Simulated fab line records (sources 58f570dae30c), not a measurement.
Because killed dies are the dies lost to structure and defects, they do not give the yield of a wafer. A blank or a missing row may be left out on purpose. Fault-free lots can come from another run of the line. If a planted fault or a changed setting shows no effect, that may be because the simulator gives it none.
Which of the tools did it? / flow berkeley cmos170 / 14 lots, 42 wafers sampled, at 5 steps of a route of 331

## WHAT THE GAUGES READ, wafer by wafer
UCB170_M2_RS_MEAS_02: measures by four-point-probe. Usual: M2_AL_RS 0.0330 ohm/sq, standard deviation 0.00038.
lot=L724; measured=day 8 06:09; on=film metro-02; M2_AL_RS (ohm/sq)=0.0338 0.0335 0.0336; flag=
lot=L729; measured=day 8 15:56; on=film metro-02; M2_AL_RS (ohm/sq)=0.0330 0.0329 0.0329; flag=
lot=L726; measured=day 8 16:19; on=film metro-03; M2_AL_RS (ohm/sq)=0.0328 0.0332 0.0332; flag=
lot=L730; measured=day 9 04:59; on=film metro-04; M2_AL_RS (ohm/sq)=0.0329 0.0328 0.0326; flag=
lot=L732; measured=day 9 05:15; on=film metro-03; M2_AL_RS (ohm/sq)=0.0326 0.0329 0.0333; flag=
lot=L727; measured=day 9 07:11; on=film metro-03; M2_AL_RS (ohm/sq)=0.0330 0.0332 0.0328; flag=
lot=L731; measured=day 9 07:22; on=film metro-02; M2_AL_RS (ohm/sq)=0.0330 0.0324 0.0331; flag=
lot=L733; measured=day 9 18:41; on=film metro-03; M2_AL_RS (ohm/sq)=0.0335 0.0340 0.0336; flag=
lot=L735; measured=day 10 07:48; on=film metro-04; M2_AL_RS (ohm/sq)=0.0327 0.0327 0.0327; flag=
lot=L736; measured=day 10 08:05; on=film metro-03; M2_AL_RS (ohm/sq)=0.0328 0.0331 0.0328; flag=
lot=L737; measured=day 10 12:40; on=film metro-03; M2_AL_RS (ohm/sq)=0.0332 0.0333 0.0333; flag=
lot=L738; measured=day 10 12:53; on=film metro-03; M2_AL_RS (ohm/sq)=0.0323 0.0327 0.0324; flag=
lot=L744; measured=day 11 14:52; on=film metro-04; M2_AL_RS (ohm/sq)=0.0325 0.0327 0.0331; flag=
lot=L743; measured=day 11 16:45; on=film metro-02; M2_AL_RS (ohm/sq)=0.0334 0.0331 0.0333; flag=

UCB170_V2_CD_MEAS_12: target cd 700 nm. Usual: cd nm reads 699.9 nm (standard deviation 1.5).
lot=L724; measured=day 8 13:14; on=cd sem-01; cd nm (nm)=697.0 698.3 697.0; flag=
lot=L729; measured=day 8 22:21; on=cd sem-02; cd nm (nm)=702.5 700.2 702.0; flag=
lot=L726; measured=day 9 03:08; on=cd sem-02; cd nm (nm)=701.1 700.4 702.0; flag=
lot=L730; measured=day 9 11:25; on=cd sem-01; cd nm (nm)=698.3 697.8 697.3; flag=
lot=L732; measured=day 9 11:59; on=cd sem-01; cd nm (nm)=699.4 699.6 698.3; flag=
lot=L727; measured=day 9 12:41; on=cd sem-02; cd nm (nm)=700.2 699.2 700.3; flag=
lot=L731; measured=day 9 12:52; on=cd sem-01; cd nm (nm)=698.0 699.3 698.7; flag=
lot=L733; measured=day 9 23:22; on=cd sem-02; cd nm (nm)=701.4 701.0 700.9; flag=
lot=L735; measured=day 10 13:34; on=cd sem-01; cd nm (nm)=700.5 699.8 700.5; flag=
lot=L736; measured=day 10 13:56; on=cd sem-02; cd nm (nm)=697.6 701.1 700.4; flag=
lot=L737; measured=day 10 17:40; on=cd sem-02; cd nm (nm)=701.0 702.6 702.0; flag=
lot=L738; measured=day 10 17:58; on=cd sem-01; cd nm (nm)=691.5 691.1 691.2; flag=OFF
lot=L744; measured=day 11 19:31; on=cd sem-01; cd nm (nm)=698.3 699.3 698.6; flag=
lot=L743; measured=day 11 20:58; on=cd sem-02; cd nm (nm)=694.0 693.4 692.3; flag=OFF

## WHAT TOOL EACH LOT RAN ON (gives the tool, then ch and the chambers of the sampled wafers, and finally the start)
lot=L724; UCB170_V1_STRIP_15=plasma asher-01 ch 0,1, day 8 05:47; UCB170_M2_STRIP_19=plasma asher-02 ch 0,1, day 8 10:45; UCB170_V2_PEB_10=litho track-01 ch 0, day 8 12:58
lot=L729; UCB170_V1_STRIP_15=plasma asher-02 ch 0,1, day 8 15:31; UCB170_M2_STRIP_19=plasma asher-02 ch 0,1, day 8 19:29; UCB170_V2_PEB_10=litho track-04 ch 0, day 8 22:05
lot=L726; UCB170_V1_STRIP_15=plasma asher-01 ch 0,1, day 8 15:46; UCB170_M2_STRIP_19=plasma asher-03 ch 0,1, day 8 21:17; UCB170_V2_PEB_10=litho track-04 ch 0, day 9 02:50
lot=L730; UCB170_V1_STRIP_15=plasma asher-02 ch 0,1, day 9 04:37; UCB170_M2_STRIP_19=plasma asher-02 ch 0,1, day 9 09:20; UCB170_V2_PEB_10=litho track-03 ch 0, day 9 11:08
lot=L732; UCB170_V1_STRIP_15=plasma asher-02 ch 0,1, day 9 04:53; UCB170_M2_STRIP_19=plasma asher-03 ch 0,1, day 9 09:38; UCB170_V2_PEB_10=litho track-04 ch 0, day 9 11:43
lot=L727; UCB170_V1_STRIP_15=plasma asher-02 ch 0,1, day 9 06:49; UCB170_M2_STRIP_19=plasma asher-03 ch 0,1, day 9 10:26; UCB170_V2_PEB_10=litho track-03 ch 0, day 9 12:25
lot=L731; UCB170_V1_STRIP_15=plasma asher-04 ch 0,1, day 9 06:58; UCB170_M2_STRIP_19=plasma asher-02 ch 0,1, day 9 10:55; UCB170_V2_PEB_10=litho track-04 ch 0, day 9 12:37
lot=L733; UCB170_V1_STRIP_15=plasma asher-04 ch 0,1, day 9 18:18; UCB170_M2_STRIP_19=plasma asher-03 ch 0,1, day 9 21:17; UCB170_V2_PEB_10=litho track-04 ch 0, day 9 23:05
lot=L735; UCB170_V1_STRIP_15=plasma asher-04 ch 1, day 10 07:25; UCB170_M2_STRIP_19=plasma asher-03 ch 1, day 10 10:48; UCB170_V2_PEB_10=litho track-04 ch 0, day 10 13:18
lot=L736; UCB170_V1_STRIP_15=plasma asher-01 ch 0,1, day 10 07:41; UCB170_M2_STRIP_19=plasma asher-02 ch 0,1, day 10 11:04; UCB170_V2_PEB_10=litho track-03 ch 0, day 10 13:40
lot=L737; UCB170_V1_STRIP_15=plasma asher-02 ch 0,1, day 10 12:16; UCB170_M2_STRIP_19=plasma asher-02 ch 0,1, day 10 15:28; UCB170_V2_PEB_10=litho track-04 ch 0, day 10 17:23
lot=L738; UCB170_V1_STRIP_15=plasma asher-04 ch 0,1, day 10 12:31; UCB170_M2_STRIP_19=plasma asher-03 ch 0,1, day 10 15:43; UCB170_V2_PEB_10=litho track-04 ch 0, day 10 17:41
lot=L744; UCB170_V1_STRIP_15=plasma asher-01 ch 0,1, day 11 14:29; UCB170_M2_STRIP_19=plasma asher-03 ch 0,1, day 11 17:23; UCB170_V2_PEB_10=litho track-03 ch 0, day 11 19:14
lot=L743; UCB170_V1_STRIP_15=plasma asher-01 ch 0,1, day 11 16:22; UCB170_M2_STRIP_19=plasma asher-02 ch 0,1, day 11 19:00; UCB170_V2_PEB_10=litho track-04 ch 0, day 11 20:42
- UCB170_V1_STRIP_15: strips in O2.
- UCB170_M2_STRIP_19: strips in O2.
- UCB170_V2_PEB_10

## WHAT THE TOOLS THEMSELVES READ (means of the sampled wafers that have a number; where no wafer has one, the mark that the record gives instead)
UCB170_V1_STRIP_15. Usual: drypump motor current A 5.63 A, standard deviation 0.27; o2 flow sccm 399.9 sccm, standard deviation 1.1; oes product au 0.722 a.u., standard deviation 0.0044; strip time to endpoint s 15.29 s, standard deviation 0.12.
lot=L724; tool=plasma asher-01; drypump motor current A (A)=5.86; o2 flow sccm (sccm)=400.0; oes product au (a.u.)=0.726; strip time to endpoint s (s)=15.11; flag=
lot=L729; tool=plasma asher-02; drypump motor current A (A)=5.82; o2 flow sccm (sccm)=399.7; oes product au (a.u.)=0.724; strip time to endpoint s (s)=15.38; flag=
lot=L726; tool=plasma asher-01; drypump motor current A (A)=5.71; o2 flow sccm (sccm)=400.2; oes product au (a.u.)=0.723; strip time to endpoint s (s)=15.12; flag=
lot=L730; tool=plasma asher-02; drypump motor current A (A)=5.92; o2 flow sccm (sccm)=399.8; oes product au (a.u.)=0.719; strip time to endpoint s (s)=15.41; flag=
lot=L732; tool=plasma asher-02; drypump motor current A (A)=5.89; o2 flow sccm (sccm)=398.5; oes product au (a.u.)=0.727; strip time to endpoint s (s)=15.25; flag=
lot=L727; tool=plasma asher-02; drypump motor current A (A)=5.82; o2 flow sccm (sccm)=400.3; oes product au (a.u.)=0.722; strip time to endpoint s (s)=15.36; flag=
lot=L731; tool=plasma asher-04; drypump motor current A (A)=5.34; o2 flow sccm (sccm)=399.3; oes product au (a.u.)=0.719; strip time to endpoint s (s)=15.24; flag=
lot=L733; tool=plasma asher-04; drypump motor current A (A)=5.35; o2 flow sccm (sccm)=399.1; oes product au (a.u.)=0.723; strip time to endpoint s (s)=15.37; flag=
lot=L735; tool=plasma asher-04; drypump motor current A (A)=5.34; o2 flow sccm (sccm)=400.5; oes product au (a.u.)=0.726; strip time to endpoint s (s)=15.28; flag=
lot=L736; tool=plasma asher-01; drypump motor current A (A)=5.72; o2 flow sccm (sccm)=400.2; oes product au (a.u.)=0.722; strip time to endpoint s (s)=15.24; flag=
lot=L737; tool=plasma asher-02; drypump motor current A (A)=5.79; o2 flow sccm (sccm)=399.6; oes product au (a.u.)=0.724; strip time to endpoint s (s)=15.13; flag=
lot=L738; tool=plasma asher-04; drypump motor current A (A)=5.35; o2 flow sccm (sccm)=399.6; oes product au (a.u.)=0.718; strip time to endpoint s (s)=15.36; flag=
lot=L744; tool=plasma asher-01; drypump motor current A (A)=5.72; o2 flow sccm (sccm)=401.1; oes product au (a.u.)=0.721; strip time to endpoint s (s)=15.25; flag=
lot=L743; tool=plasma asher-01; drypump motor current A (A)=5.73; o2 flow sccm (sccm)=400.7; oes product au (a.u.)=0.724; strip time to endpoint s (s)=15.19; flag=

UCB170_M2_STRIP_19. Usual: drypump motor current A 5.6 A, standard deviation 0.33; o2 flow sccm 399.8 sccm, standard deviation 1.1; oes product au 0.541 a.u., standard deviation 0.021.
lot=L724; tool=plasma asher-02; drypump motor current A (A)=5.9; o2 flow sccm (sccm)=400.3; oes product au (a.u.)=0.540; flag=
lot=L729; tool=plasma asher-02; drypump motor current A (A)=5.9; o2 flow sccm (sccm)=399.3; oes product au (a.u.)=0.555; flag=
lot=L726; tool=plasma asher-03; drypump motor current A (A)=5.6; o2 flow sccm (sccm)=401.0; oes product au (a.u.)=0.514; flag=
lot=L730; tool=plasma asher-02; drypump motor current A (A)=5.8; o2 flow sccm (sccm)=399.5; oes product au (a.u.)=0.553; flag=
lot=L732; tool=plasma asher-03; drypump motor current A (A)=5.6; o2 flow sccm (sccm)=400.1; oes product au (a.u.)=0.544; flag=
lot=L727; tool=plasma asher-03; drypump motor current A (A)=5.4; o2 flow sccm (sccm)=400.1; oes product au (a.u.)=0.559; flag=
lot=L731; tool=plasma asher-02; drypump motor current A (A)=5.9; o2 flow sccm (sccm)=399.3; oes product au (a.u.)=0.510; flag=
lot=L733; tool=plasma asher-03; drypump motor current A (A)=5.6; o2 flow sccm (sccm)=399.8; oes product au (a.u.)=0.517; flag=
lot=L735; tool=plasma asher-03; drypump motor current A (A)=5.9; o2 flow sccm (sccm)=401.1; oes product au (a.u.)=0.566; flag=
lot=L736; tool=plasma asher-02; drypump motor current A (A)=5.9; o2 flow sccm (sccm)=398.3; oes product au (a.u.)=0.539; flag=
lot=L737; tool=plasma asher-02; drypump motor current A (A)=5.8; o2 flow sccm (sccm)=398.7; oes product au (a.u.)=0.558; flag=
lot=L738; tool=plasma asher-03; drypump motor current A (A)=5.4; o2 flow sccm (sccm)=400.5; oes product au (a.u.)=0.545; flag=
lot=L744; tool=plasma asher-03; drypump motor current A (A)=5.4; o2 flow sccm (sccm)=400.8; oes product au (a.u.)=0.517; flag=
lot=L743; tool=plasma asher-02; drypump motor current A (A)=5.8; o2 flow sccm (sccm)=400.2; oes product au (a.u.)=0.559; flag=

UCB170_V2_PEB_10. Usual: heater power total W 56.80 W, standard deviation 0.044; plate temp C 129.98 C, standard deviation 0.13.
lot=L724; tool=litho track-01; heater power total W (W)=56.78; plate temp C (C)=130.00; flag=
lot=L729; tool=litho track-04; heater power total W (W)=56.84; plate temp C (C)=129.97; flag=
lot=L726; tool=litho track-04; heater power total W (W)=56.83; plate temp C (C)=130.02; flag=
lot=L730; tool=litho track-03; heater power total W (W)=56.81; plate temp C (C)=130.08; flag=
lot=L732; tool=litho track-04; heater power total W (W)=56.79; plate temp C (C)=130.03; flag=
lot=L727; tool=litho track-03; heater power total W (W)=56.77; plate temp C (C)=129.83; flag=
lot=L731; tool=litho track-04; heater power total W (W)=56.81; plate temp C (C)=129.82; flag=
lot=L733; tool=litho track-04; heater power total W (W)=56.77; plate temp C (C)=129.86; flag=
lot=L735; tool=litho track-04; heater power total W (W)=56.80; plate temp C (C)=129.88; flag=
lot=L736; tool=litho track-03; heater power total W (W)=56.80; plate temp C (C)=129.95; flag=
lot=L737; tool=litho track-04; heater power total W (W)=56.80; plate temp C (C)=130.00; flag=
lot=L738; tool=litho track-04; heater power total W (W)=56.09; plate temp C (C)=128.79; flag=OFF
lot=L744; tool=litho track-03; heater power total W (W)=56.79; plate temp C (C)=129.89; flag=
lot=L743; tool=litho track-04; heater power total W (W)=56.14; plate temp C (C)=128.76; flag=OFF

## THE ANSWER, worked out from the rows above alone
Rule: a lot is off if the mean of its wafers that have a number lies more than 3 standard deviations from the usual mean. A lot without any number at a reading at which 4 lots or more have one is off too. All remaining lots with rows at the step are treated as sound. The gauges are gone through in route order, then the tools' own readings, and for those a lot's mean is taken as printed above. The first step at which some lot is off is used, and at that step the reading that is off furthest; a lot without a number counts as furthest.
Off, at UCB170_V2_CD_MEAS_12 on cd nm: L738, L743.
If a tool, at a process step before that reading, ran all the lots that are off and no sound lot after the first of them, it fits. Not tried: the gauges at UCB170_V2_CD_MEAS_12; whatever is off there is also off at UCB170_V2_PEB_10, on other tools, and gauge error can't account for it. One fits: UCB170_V2_PEB_10 on litho track-04. Its last sound lot is L737 (day 10 17:23), its first lot that is off L738 (day 10 17:41): a fault that began between those two fits.
The tool's own readings at UCB170_V2_PEB_10 bear it out: on the lots that are off they differ by more than 5 times the standard deviation of the sound lots' means. heater power total W reads 56.12 W there against 56.80 W on the sound lots; plate temp C reads 128.77 C there against 129.94 C on the sound lots.

## WHAT THE SIMULATOR HAD INSERTED
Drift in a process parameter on litho track-04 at UCB170_V2_PEB_10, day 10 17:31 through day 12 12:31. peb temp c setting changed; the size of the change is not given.
Shown lots that were struck: L738, L743. The rule given above showed the same thing.
